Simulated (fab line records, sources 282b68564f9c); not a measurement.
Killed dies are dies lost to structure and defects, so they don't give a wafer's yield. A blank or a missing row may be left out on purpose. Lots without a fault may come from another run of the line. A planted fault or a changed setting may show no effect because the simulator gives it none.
One fault seen from 2 desks | flow rit_cmos | each desk has only its own numbers; what lay behind them comes last

THE TOOL OWNER'S DESK: rtp_anneal-01
The tool's own readings at RIT_SDANNEAL_RTA_03 (time 5 s): means of the sampled wafers that have a number, for each lot that ran on this tool. A lot is out of limits, marked OUT, if its mean lies more than 4 standard deviations from the usual mean; the brackets give that distance.
Columns: A = wafer_temp_C_max at RIT_SDANNEAL_RTA_03, usual 1053.5
lot  | first seen here | A
L835 | day 3 23:32     | 1053.2
L839 | day 4 18:14     | 1053.3
L841 | day 5 03:25     | 1052.6
L843 | day 5 12:37     | 1053.2
L851 | day 7 04:58     | 1045.9 (-6.9) OUT
L853 | day 7 13:10     | 1044.3 (-8.4) OUT
This desk's finding: out of limits on L851, L853; first on L851, day 7 04:58 (wafer_temp_C_max at RIT_SDANNEAL_RTA_03). In limits: L835, L839, L841, L843.

THE METROLOGY DESK
What the gauges read, lot by lot, whatever tool the lot ran on: means of the sampled wafers that have a number. A lot is out of limits, marked OUT, if its mean lies more than 4 standard deviations from the usual mean; the brackets give that distance.
Columns: A = PSD_RS at RIT_SDANNEAL_RS_MEAS_04, usual 115.79 ohm/sq; B = PLDD_RS at RIT_SDANNEAL_RS_MEAS_06, usual 178.5 ohm/sq
lot  | first seen here | A                | B
L832 | day 3 06:43     | 115.87           | 178.7
L834 | day 3 18:31     | 115.54           | 177.2
L835 | day 3 23:35     | 115.95           | 179.0
L838 | day 4 13:02     | 115.97           | 178.8
L839 | day 4 18:19     | 115.76           | 178.7
L840 | day 4 22:16     | 116.13           | 179.1
L841 | day 5 03:29     | 115.63           | 178.0
L842 | day 5 06:19     | 115.82           | 178.3
L843 | day 5 12:40     | 115.34           | 178.3
L848 | day 6 10:29     | 115.96           | 178.5
L851 | day 7 05:01     | 121.24 (+21) OUT | 183.4 (+9.5) OUT
L852 | day 7 11:00     | 115.36           | 177.8
L853 | day 7 13:13     | 121.64 (+22) OUT | 184.3 (+11) OUT
L854 | day 7 16:55     | 115.49           | 178.3
This desk's finding: out of limits on L851, L853; first on L851, day 7 05:01 (PSD_RS at RIT_SDANNEAL_RS_MEAS_04). In limits: L832, L834, L835, L838, L839, L840, L841, L842, L843, L848, L852, L854.

PUT TOGETHER
The tool owner's desk could have raised an alarm at day 7 04:58, on L851, L853.
The metrology desk could have raised an alarm at day 7 05:01, on L851, L853.
Of the lots named, all ran RIT_SDANNEAL_RTA_03 on rtp_anneal-01.

WHAT THE SIMULATOR HAD PUT IN
Process parameter drift: rtp_anneal-01, from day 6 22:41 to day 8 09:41, at RIT_SDANNEAL_RTA_03. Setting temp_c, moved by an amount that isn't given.
Lots struck among those shown: L851, L853.
Hours from the fault's start to each desk's first reading out of limits: the tool owner's desk, 6; the metrology desk, 6.
